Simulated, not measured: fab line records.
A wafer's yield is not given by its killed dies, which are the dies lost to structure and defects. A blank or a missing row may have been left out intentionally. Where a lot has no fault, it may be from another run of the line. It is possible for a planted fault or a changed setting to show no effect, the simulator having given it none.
fab line records    flow rit_cmos
record lots=12  wafers=36  last_day=7
route steps=202 shown CONTACT@181 M1@185
lots that met no fault: from a run of the same line without faults
start_h: the number of hours between the record's first day and the start of the first shown wafer of the lot    wait_h: hours since the lot's step before    " repeats the value in the row above    L1.1+2: one row covering several wafers at once    - no value, or no start given    * or withheld: withheld    < > ~ a bound
route shown NAME@n: a module of which the file shows steps, and the number in the route of the first    usual: the fault-free wafers' mean and standard deviation    same: alike in all rows    chamber/n: place in a boat    sites: each site's reading    _std_site: standard deviation of those values    _edge_site: the outer-site mean with the inner-site mean subtracted    radius_mm: for every site, how far away it sits from the centre of the wafer    mask NAME#n: copy n    behind: tool/chamber where the wafer was last shaped    hold: what put the lot on hold/how long, in hours/how the hold closed    device: transistor that didn't switch, given as n, p or np    end of line: tests run on the same wafers once the route is complete    step lacking rows: just its recipe    killed: not the wafer's yield, but the dies lost to structure and defects at the first sort    map: dies across one wafer; x = killed, . = not, _ = none there
set.NAME: the setting as run; set.NAME@STEP: as run at that earlier step    model.NAME: the simulator's own value behind a step, which no gauge read
steps of the route over a sample of lots; a table a step, a row a wafer
services: a tool's chamber out of use, with start hour (start_h, from the record's first day; less than 0 if before it), hours out, and reason
## steps
# step RIT_CONTACT_CD_MEAS_90
# recipe target_cd_nm=1000
# usual cd_nm=1000.2/1.9
lot.wafer  tool       chamber  start_h  wait_h  cd_nm
L325.2     cd_sem-01  -        62.70    0.1     998.0
L325.5     "          -        "        "       997.7
L325.6     "          -        "        "       997.3
L326.1     cd_sem-02  -        68.13    0.1     1002.3
L326.2     "          -        "        "       1000.4
L326.4     "          -        "        "       1002.2
L327.1     cd_sem-01  -        68.28    0.1     998.5
L327.2     "          -        "        "       997.2
L327.3     "          -        "        "       998.9
L329.1     cd_sem-01  -        79.39    0.1     1001.6
L329.2     "          -        "        "       999.2
L329.5     "          -        "        "       1000.5
L332.3     cd_sem-01  -        90.23    0.1     998.2
L332.5     "          -        "        "       1000.5
L332.6     "          -        "        "       1001.1
L335.3     cd_sem-01  -        115.52   0.1     998.0
L335.4     "          -        "        "       996.5
L335.5     "          -        "        "       999.8
L338.1     cd_sem-01  -        135.60   0.1     1000.2
L338.2     "          -        "        "       998.6
L338.3     "          -        "        "       1000.0
L340.1     cd_sem-01  -        138.77   0.1     1001.2
L340.3     "          -        "        "       1001.3
L340.4     "          -        "        "       1002.1
L342.3     cd_sem-01  -        153.79   0.1     1001.2
L342.4     "          -        "        "       1001.5
L342.6     "          -        "        "       1001.6
L345.2     cd_sem-01  -        158.67   0.1     1003.0
L345.3     "          -        "        "       1002.2
L345.5     "          -        "        "       1001.6
L346.3     cd_sem-02  -        165.95   0.1     1001.3
L346.4     "          -        "        "       998.7
L346.6     "          -        "        "       1000.2
L347.1     cd_sem-02  -        171.18   0.1     1002.1
L347.3     "          -        "        "       1001.1
L347.4     "          -        "        "       1001.8
# step RIT_M1_RS_MEAS_01
# recipe thk_meas_gauge=four-point-probe  reads=Al_of_M1_SPUTTER_00
# usual M1_AL_RS=0.0749/0.00071
lot.wafer  tool           chamber  start_h  wait_h  M1_AL_RS[ohm/sq]
L325.2     film_metro-02  -        63.47    0.2     0.0760
L325.5     "              -        "        "       0.0755
L325.6     "              -        "        "       0.0759
L326.1     film_metro-04  -        68.90    0.1     0.0738
L326.2     "              -        "        "       0.0732
L326.4     "              -        "        "       0.0739
L327.1     film_metro-03  -        69.05    0.1     0.0749
L327.2     "              -        "        "       0.0756
L327.3     "              -        "        "       0.0748
L329.1     film_metro-03  -        80.17    0.1     0.0749
L329.2     "              -        "        "       0.0749
L329.5     "              -        "        "       0.0753
L332.3     film_metro-02  -        91.02    0.2     0.0748
L332.5     "              -        "        "       0.0744
L332.6     "              -        "        "       0.0740
L335.3     film_metro-04  -        116.30   0.2     0.0762
L335.4     "              -        "        "       0.0749
L335.5     "              -        "        "       0.0753
L338.1     film_metro-02  -        136.37   0.1     0.0745
L338.2     "              -        "        "       0.0750
L338.3     "              -        "        "       0.0755
L340.1     film_metro-03  -        139.58   0.1     0.0739
L340.3     "              -        "        "       0.0738
L340.4     "              -        "        "       0.0749
L342.3     film_metro-03  -        154.73   0.2     0.0737
L342.4     "              -        "        "       0.0736
L342.6     "              -        "        "       0.0736
L345.2     film_metro-04  -        159.44   0.2     0.0748
L345.3     "              -        "        "       0.0746
L345.5     "              -        "        "       0.0747
L346.3     film_metro-02  -        166.71   0.2     0.0750
L346.4     "              -        "        "       0.0753
L346.6     "              -        "        "       0.0750
L347.1     film_metro-02  -        171.95   0.1     0.0751
L347.3     "              -        "        "       0.0752
L347.4     "              -        "        "       0.0743
# step RIT_M1_OVL_MEAS_10
# usual M1_OVL=-0.1/1.3
lot.wafer  tool        chamber  start_h  wait_h  M1_OVL[nm]
L325.2     overlay-02  -        64.80    0.1     -0.1
L325.5     "           -        "        "       -0.9
L325.6     "           -        "        "       0.8
L326.1     overlay-01  -        70.11    0.1     -2.0
L326.2     "           -        "        "       -1.1
L326.4     "           -        "        "       -2.1
L327.1     overlay-01  -        70.68    0.1     0.8
L327.2     "           -        "        "       0.6
L327.3     "           -        "        "       -0.6
L329.1     overlay-01  -        81.44    0.1     -1.1
L329.2     "           -        "        "       -1.4
L329.5     "           -        "        "       1.0
L332.3     overlay-02  -        92.17    0.1     -1.2
L332.5     "           -        "        "       0.1
L332.6     "           -        "        "       -1.4
L335.3     overlay-02  -        117.45   0.1     -0.7
L335.4     "           -        "        "       0.3
L335.5     "           -        "        "       1.1
L338.1     overlay-01  -        137.72   0.1     0.0
L338.2     "           -        "        "       -0.5
L338.3     "           -        "        "       1.3
L340.1     overlay-02  -        140.96   0.1     -0.2
L340.3     "           -        "        "       2.4
L340.4     "           -        "        "       3.6
L342.3     overlay-01  -        155.89   0.1     2.3
L342.4     "           -        "        "       0.9
L342.6     "           -        "        "       0.4
L345.2     overlay-01  -        160.72   0.1     0.0
L345.3     "           -        "        "       0.3
L345.5     "           -        "        "       1.9
L346.3     overlay-01  -        167.86   0.1     -1.9
L346.4     "           -        "        "       0.2
L346.6     "           -        "        "       -0.6
L347.1     overlay-01  -        173.26   0.1     0.7
L347.3     "           -        "        "       0.8
L347.4     "           -        "        "       -0.5
# step RIT_M1_METAL_ETCH_12
# recipe stop_on=SiO2  chemistry=Cl2/BCl3  target=Al  time_s=165  over_etch_frac=0.5  pressure_mtorr=100  target_depth_a=6000  rf_w=243.5  Cl2_flow_sccm=60  bcl3_flow_sccm=50
# usual drypump_motor_current_A=6.2/0.55  oes_product_au=0.775/0.0091  run_length_s=193.2/0.47  throttle_valve_pct=8.24/0.069
lot.wafer  tool          chamber  start_h  wait_h  drypump_motor_current_A  oes_product_au  rf_hours_counter_h  run_length_s  throttle_valve_pct
L325.2     rie_metal-04  0        65.08    0.2     6.4                      0.761           36                  193.3         8.25
L325.5     "             1        "        "       5.0                      0.777           -                   193.0         8.17
L325.6     "             0        "        "       6.4                      0.762           -                   193.3         8.25
L326.1     rie_metal-03  0        70.56    0.2     6.8                      0.774           1                   193.4         8.18
L326.2     "             1        "        "       6.2                      0.785           1                   192.8         8.38
L326.4     "             0        "        "       6.8                      0.776           -                   194.0         8.17
L327.1     rie_metal-02  1        71.00    0.2     5.6                      0.786           2                   193.2         8.22
L327.2     "             0        "        "       6.5                      0.767           2                   193.2         8.22
L327.3     "             1        "        "       5.6                      0.777           -                   193.1         8.21
L329.1     rie_metal-03  0        81.73    0.2     6.7                      0.770           1                   194.0         8.18
L329.2     "             1        "        "       6.2                      0.778           1                   192.4         8.39
L329.5     "             1        "        "       6.2                      0.777           -                   192.4         8.36
L332.3     rie_metal-03  1        92.50    0.2     6.2                      0.980           -                   126.7         8.34
L332.5     "             1        "        "       6.2                      0.982           -                   126.5         8.36
L332.6     "             0        "        "       6.8                      0.770           -                   193.6         8.18
L335.3     rie_metal-03  1        117.78   0.2     6.2                      0.978           -                   126.2         8.32
L335.4     "             0        "        "       6.8                      0.761           -                   193.8         8.19
L335.5     "             0        "        "       6.8                      0.765           -                   193.7         8.19
L338.1     rie_metal-02  0        138.01   0.2     6.4                      0.793           3                   193.5         8.23
L338.2     "             1        "        "       5.7                      0.780           3                   193.4         8.20
L338.3     "             1        "        "       5.6                      0.785           -                   193.1         8.20
L340.1     rie_metal-02  1        141.25   0.2     5.6                      0.779           3                   193.4         8.21
L340.3     "             0        "        "       6.5                      0.792           -                   193.3         8.23
L340.4     "             1        "        "       5.6                      0.793           -                   193.0         8.22
L342.3     rie_metal-02  0        156.21   0.2     6.5                      0.781           -                   193.8         8.23
L342.4     "             1        "        "       5.6                      0.785           -                   193.2         8.23
L342.6     "             1        "        "       5.7                      0.791           -                   193.1         8.23
L345.2     rie_metal-02  0        161.00   0.2     6.5                      0.788           4                   193.2         8.21
L345.3     "             1        "        "       5.6                      0.778           -                   193.5         8.22
L345.5     "             0        "        "       6.4                      0.800           -                   193.5         8.22
L346.3     rie_metal-02  1        168.21   0.2     5.7                      0.778           -                   193.3         8.21
L346.4     "             0        "        "       6.5                      0.783           -                   193.6         8.22
L346.6     "             1        "        "       5.7                      0.781           -                   193.2         8.22
L347.1     rie_metal-04  1        173.59   0.2     5.0                      0.770           0                   193.0         8.20
L347.3     "             1        "        "       5.0                      0.769           -                   193.7         8.19
L347.4     "             0        "        "       6.4                      0.767           -                   193.3         8.25
# step RIT_M1_CD_MEAS_90
# recipe target_cd_nm=2600
# usual cd_nm=2601.8/2.4
lot.wafer  tool       chamber  start_h  wait_h  cd_nm
L325.2     cd_sem-01  -        65.61    0.1     2602.5
L325.5     "          -        "        "       2603.3
L325.6     "          -        "        "       2602.7
L326.1     cd_sem-02  -        71.07    0.1     2605.4
L326.2     "          -        "        "       2605.0
L326.4     "          -        "        "       2604.8
L327.1     cd_sem-01  -        71.52    0.1     2604.1
L327.2     "          -        "        "       2603.6
L327.3     "          -        "        "       2603.4
L329.1     cd_sem-02  -        82.24    0.1     2599.9
L329.2     "          -        "        "       2598.6
L329.5     "          -        "        "       2596.7
L332.3     cd_sem-01  -        93.17    0.1     2610.6
L332.5     "          -        "        "       2609.9
L332.6     "          -        "        "       2604.9
L335.3     cd_sem-02  -        118.29   0.1     2611.4
L335.4     "          -        "        "       2601.8
L335.5     "          -        "        "       2600.7
L338.1     cd_sem-02  -        138.52   0.1     2601.6
L338.2     "          -        "        "       2604.1
L338.3     "          -        "        "       2606.2
L340.1     cd_sem-02  -        141.76   0.1     2601.5
L340.3     "          -        "        "       2599.5
L340.4     "          -        "        "       2603.5
L342.3     cd_sem-01  -        156.71   0.1     2595.8
L342.4     "          -        "        "       2598.6
L342.6     "          -        "        "       2594.3
L345.2     cd_sem-02  -        161.55   0.1     2603.3
L345.3     "          -        "        "       2602.7
L345.5     "          -        "        "       2601.2
L346.3     cd_sem-02  -        168.72   0.1     2603.0
L346.4     "          -        "        "       2597.6
L346.6     "          -        "        "       2601.2
L347.1     cd_sem-02  -        174.11   0.1     2602.7
L347.3     "          -        "        "       2600.0
L347.4     "          -        "        "       2603.2
# step RIT_M1_PROBE_99
# usual defect_limited_yield=97.3/1.2  killed_at_M0_to_M3=0.0/0.12  killed_at_contacts=0.1/0.25  killed_at_front_end=7/3.2  killed_dies=7/3.2  killed_on_rim=2.1/1.5  killed_open=3.5/2.2  killed_short=3.6/2.1  sort_bin_3_pad_short=0.1/0.22  sort_bin_5_function=1.5/0.87  sort_bin_6_memory=1.1/0.65  sort_n_pass=257/3.2  sort_yield_pct=97.3/1.2
# same gross_dies=264  killed_at_M4_up=0  killed_at_back_side=0  killed_at_other=0
lot.wafer  tool       chamber  start_h  wait_h  defect_limited_yield[%]  killed_at_M0_to_M3  killed_at_contacts  killed_at_front_end  killed_dies  killed_on_rim  killed_open  killed_short  sort_bin_3_pad_short[%]  sort_bin_5_function[%]  sort_bin_6_memory[%]  sort_n_pass  sort_yield_pct[%]
L325.2     prober-02  -        67.38    0.1     97.7                     0                   0                   6                    6            1              6            0             0                        1.9                     0.4                   258          97.7
L325.5     prober-02  -        67.53    0.2     96.2                     0                   0                   10                   10           0              1            9             0                        1.9                     1.9                   254          96.2
L325.6     prober-02  -        67.58    0.2     97.7                     0                   0                   6                    6            2              3            3             0                        1.1                     1.1                   258          97.7
L326.1     prober-01  -        72.81    0.1     99.2                     0                   0                   2                    2            0              2            0             0                        0.4                     0.4                   262          99.2
L326.2     prober-01  -        72.86    0.1     99.2                     0                   0                   2                    2            1              1            1             0.4                      0                       0.4                   262          99.2
L326.4     prober-01  -        72.96    0.2     96.2                     0                   0                   10                   10           6              5            5             0                        3.0                     0.8                   254          96.2
L327.1     prober-02  -        74.31    0.1     99.6                     0                   0                   1                    1            0              0            1             0                        0.4                     0                     263          99.6
L327.2     prober-02  -        74.36    0.1     96.2                     0                   0                   10                   10           2              4            6             0.4                      1.9                     1.5                   254          96.2
L327.3     prober-02  -        74.41    0.2     97.7                     0                   0                   6                    6            0              1            5             0                        1.1                     1.1                   258          97.7
L329.1     prober-02  -        83.98    0.1     97.3                     0                   0                   7                    7            1              4            3             0                        0.4                     2.3                   257          97.3
L329.2     prober-02  -        84.03    0.1     97.7                     0                   0                   6                    6            2              3            3             0.4                      1.1                     0.8                   258          97.7
L329.5     prober-02  -        84.18    0.2     96.6                     0                   0                   9                    9            2              6            3             0                        2.3                     1.1                   255          96.6
L332.3     prober-01  -        94.97    0.2     0                        259                 0                   5                    264          70             2            3             0.4                      98.9                    0.8                   0            0
L332.5     prober-01  -        95.07    0.2     0                        258                 0                   6                    264          70             1            5             0                        98.5                    1.5                   0            0
L332.6     prober-01  -        95.12    0.2     98.9                     0                   0                   3                    3            1              2            1             0                        1.1                     0                     261          98.9
L335.3     prober-02  -        120.09   0.2     0                        261                 0                   3                    264          70             2            2             0                        100.0                   0                     0            0
L335.4     prober-02  -        120.14   0.2     99.2                     0                   0                   2                    2            2              1            1             0                        0.8                     0                     262          99.2
L335.5     prober-02  -        120.19   0.2     98.5                     0                   0                   4                    4            1              3            1             0                        0.8                     0.8                   260          98.5
L338.1     prober-01  -        140.26   0.1     98.9                     0                   0                   3                    3            1              2            1             0                        0                       1.1                   261          98.9
L338.2     prober-01  -        140.31   0.1     98.9                     0                   0                   3                    3            2              2            1             0                        0                       1.1                   261          98.9
L338.3     prober-01  -        140.36   0.2     97.7                     0                   0                   6                    6            3              5            1             0                        1.1                     1.1                   258          97.7
L340.1     prober-01  -        143.50   0.1     97.3                     0                   0                   7                    7            2              4            3             0                        1.1                     1.5                   257          97.3
L340.3     prober-01  -        143.60   0.2     97.0                     0                   0                   8                    8            2              3            5             0                        2.3                     0.8                   256          97.0
L340.4     prober-01  -        143.65   0.2     96.6                     0                   0                   9                    9            1              5            4             0                        2.3                     1.1                   255          96.6
L342.3     prober-01  -        158.51   0.2     98.1                     0                   0                   5                    5            2              2            3             0.4                      1.1                     0.4                   259          98.1
L342.4     prober-01  -        158.56   0.2     97.7                     0                   0                   6                    6            4              2            4             0.4                      0.8                     1.1                   258          97.7
L342.6     prober-01  -        158.66   0.2     98.5                     0                   1                   3                    4            2              1            3             0                        1.5                     0                     260          98.5
L345.2     prober-01  -        163.32   0.1     94.7                     0                   0                   14                   14           2              7            7             0.4                      2.7                     2.3                   250          94.7
L345.3     prober-01  -        163.37   0.2     96.2                     0                   0                   10                   10           4              3            7             0.4                      2.3                     1.1                   254          96.2
L345.5     prober-01  -        163.47   0.2     97.0                     0                   0                   8                    8            4              6            2             0.8                      1.1                     1.1                   256          97.0
L346.3     prober-01  -        170.52   0.2     94.7                     0                   0                   14                   14           7              7            5             0.4                      3.8                     1.1                   250          94.7
L346.4     prober-01  -        170.57   0.2     97.7                     0                   0                   6                    6            0              4            2             0                        1.1                     1.1                   258          97.7
L346.6     prober-01  -        170.67   0.2     97.3                     0                   0                   7                    7            2              3            4             0.8                      1.1                     0.8                   257          97.3
L347.1     prober-02  -        175.85   0.1     97.3                     0                   0                   7                    7            1              4            3             0.4                      1.1                     1.1                   257          97.3
L347.3     prober-02  -        175.95   0.2     98.1                     0                   0                   5                    5            3              3            2             0                        1.5                     0.4                   259          98.1
L347.4     prober-02  -        176.00   0.2     96.2                     0                   0                   10                   10           2              6            4             0.4                      2.3                     1.1                   254          96.2
# killed by level:class
L325.2 FOX1:geometric_particle:open=3 GATE:geometric_particle:open=2 FOX2:geometric_particle:open=1
L325.5 GATE:geometric_particle:short=6 SPACER:geometric_particle:short=2 REOX:geometric_particle:short=1 REOX:geometric_particle:open=1
L325.6 GATE:geometric_particle:open=2 GATE:geometric_particle:short=2 SPACER:geometric_particle:open=1 SPACER:geometric_particle:short=1
L326.1 FOX2:geometric_particle:open=1 SILICIDE:geometric_particle:open=1
L326.2 FOX1:geometric_particle:open=1 GATE:geometric_particle:short=1
L326.4 GATE:geometric_particle:short=3 SILICIDE:geometric_particle:open=3 FOX1:geometric_particle:short=1 FOX2:geometric_particle:open=1 GATE:geometric_particle:open=1 SILICIDE:geometric_particle:short=1
L327.1 GATE:geometric_particle:short=1
L327.2 GATE:geometric_particle:short=5 SPACER:geometric_particle:open=2 FOX2:geometric_particle:open=1 GATE:geometric_particle:open=1 REOX:geometric_particle:short=1
L327.3 SPACER:geometric_particle:short=3 GATE:geometric_particle:short=1 REOX:geometric_particle:short=1 SPACER:geometric_particle:open=1
L329.1 FOX1:geometric_particle:short=2 FOX1:geometric_particle:open=2 GATE:geometric_particle:open=2 GATE:geometric_particle:short=1
L329.2 FOX1:geometric_particle:short=2 GATE:geometric_particle:open=1 GATE:geometric_particle:short=1 REOX:geometric_particle:open=1 SPACER:geometric_particle:open=1
L329.5 GATE:geometric_particle:open=5 GATE:geometric_particle:short=2 FOX1:geometric_particle:short=1 FOX1:geometric_particle:open=1
L332.3 M1:area_etch=259 REOX:geometric_particle:open=2 ACTIVE:geometric_particle:short=1 SPACER:geometric_particle:short=1 SILICIDE:geometric_particle:short=1
L332.5 M1:area_etch=258 SILICIDE:geometric_particle:short=2 FOX1:geometric_particle:short=1 FOX2:geometric_particle:short=1 REOX:geometric_particle:open=1 REOX:geometric_particle:short=1
L332.6 REOX:geometric_particle:open=1 SPACER:geometric_particle:open=1 SILICIDE:geometric_particle:short=1
L335.3 M1:area_etch=260 FOX2:geometric_particle:open=2 REOX:geometric_particle:short=1 M1:geometric_particle:short=1
L335.4 FOX1:geometric_particle:short=1 SILICIDE:geometric_particle:open=1
L335.5 GATE:geometric_particle:open=2 ACTIVE:geometric_particle:short=1 SILICIDE:geometric_particle:open=1
L338.1 FOX2:geometric_particle:short=1 REOX:geometric_particle:open=1 SILICIDE:geometric_particle:open=1
L338.2 GATE:geometric_particle:open=2 FOX1:geometric_particle:short=1
L338.3 REOX:geometric_particle:open=2 FOX1:geometric_particle:open=1 GATE:geometric_particle:short=1 GATE:geometric_particle:open=1 SILICIDE:geometric_particle:open=1
L340.1 GATE:geometric_particle:open=3 FOX1:geometric_particle:short=1 FOX2:geometric_particle:short=1 GATE:geometric_particle:short=1 SPACER:geometric_particle:open=1
L340.3 FOX1:geometric_particle:open=2 SPACER:geometric_particle:short=2 SILICIDE:geometric_particle:short=2 REOX:geometric_particle:short=1 REOX:geometric_particle:open=1
L340.4 FOX2:geometric_particle:short=2 REOX:geometric_particle:open=2 SILICIDE:geometric_particle:open=2 FOX1:geometric_particle:short=1 FOX1:geometric_particle:open=1 REOX:geometric_particle:short=1
L342.3 ACTIVE:geometric_particle:short=1 GATE:geometric_particle:open=1 SPACER:geometric_particle:open=1 SPACER:geometric_particle:short=1 SILICIDE:geometric_particle:short=1
L342.4 GATE:geometric_particle:short=2 GATE:geometric_particle:open=1 REOX:geometric_particle:short=1 SPACER:geometric_particle:short=1 SPACER:geometric_particle:open=1
L342.6 FOX2:geometric_particle:short=1 GATE:geometric_particle:open=1 SPACER:geometric_particle:short=1 CONTACT:geometric_particle:short=1
L345.2 GATE:geometric_particle:open=5 GATE:geometric_particle:short=4 SILICIDE:geometric_particle:short=2 FOX1:geometric_particle:open=1 REOX:geometric_particle:open=1 REOX:geometric_particle:short=1
L345.3 GATE:geometric_particle:short=4 GATE:geometric_particle:open=2 FOX1:geometric_particle:short=1 FOX2:geometric_particle:short=1 SPACER:geometric_particle:short=1 SILICIDE:geometric_particle:open=1
L345.5 GATE:geometric_particle:open=3 SPACER:geometric_particle:open=1 REOX:geometric_particle:short=1 REOX:geometric_particle:open=1 SPACER:geometric_particle:short=1 SILICIDE:geometric_particle:open=1
L346.3 GATE:geometric_particle:open=4 GATE:geometric_particle:short=3 SPACER:geometric_particle:open=2 PWELL:coat_microbubble_printed=2 FOX1:geometric_particle:short=1 SILICIDE:geometric_particle:open=1 SILICIDE:geometric_particle:short=1
L346.4 GATE:geometric_particle:open=2 FOX1:geometric_particle:short=1 FOX1:geometric_particle:open=1 GATE:geometric_particle:short=1 SPACER:geometric_particle:open=1
L346.6 GATE:geometric_particle:short=2 FOX1:geometric_particle:short=1 FOX1:geometric_particle:open=1 FOX2:geometric_particle:short=1 GATE:geometric_particle:open=1 SILICIDE:geometric_particle:open=1
L347.1 GATE:geometric_particle:short=2 SPACER:geometric_particle:open=2 GATE:geometric_particle:open=1 REOX:geometric_particle:short=1 SILICIDE:geometric_particle:open=1
L347.3 GATE:geometric_particle:open=2 FOX1:geometric_particle:short=1 FOX1:geometric_particle:open=1 GATE:geometric_particle:short=1
L347.4 GATE:geometric_particle:open=3 FOX1:geometric_particle:open=2 GATE:geometric_particle:short=2 REOX:geometric_particle:open=1 REOX:geometric_particle:short=1 SILICIDE:geometric_particle:short=1
## services
tool          chamber  start_h  hours  kind
rie_metal-02  -        55.97    14.6   pm
rie_metal-02  -        109.94   0.8    repair
rie_metal-04  -        121.22   28.1   pm
rie_metal-02  -        132.45   1.4    pm
rie_metal-04  -        149.32   20.0   pm
rie_metal-04  0        149.32   20.0   vent_cycle
rie_metal-04  1        149.32   20.0   vent_cycle
rie_metal-02  -        152.10   1.1    repair
rie_metal-04  0        169.32   -      clean
rie_metal-04  1        169.32   -      clean
## key
first_sign step=RIT_M1_METAL_ETCH_12  reading=run_length_s  direction=down  sigmas=99+  usual=*  struck=*
effect step=RIT_M1_METAL_ETCH_12  reading=oes_product_au  direction=up  sigmas=23  usual=0.775  struck=0.980
effect step=RIT_M1_CD_MEAS_90  reading=cd_nm  direction=up  sigmas=3.7  usual=2601.8  struck=2610.6
effect step=RIT_M1_PROBE_99  reading=killed_at_M0_to_M3  direction=up  sigmas=99+  usual=0.0  struck=259.3
more_kills_born_at RIT_M1_METAL_ETCH_12@rie_metal-03=777
met_at RIT_M1_METAL_ETCH_12
struck_lots L332,L335
struck_wafers L332.3,L332.5,L335.3
later_rows_left_out L332.3,L332.5,L335.3
not_acting_at RIT_CONTACT_CD_MEAS_90,RIT_M1_RS_MEAS_01,RIT_M1_OVL_MEAS_10
onset_between 81.73 92.50
fault kind=process_parameter_drift  tool=rie_metal-03  chamber=1  onset_h=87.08  steps=RIT_M1_METAL_ETCH_12  channel=time_s  offset=*  shape=step  end_h=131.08  stated=*
# later_rows_left_out: the simulator's readings of these wafers behind a module that went badly wrong aren't trusted and aren't shown, but for the sort
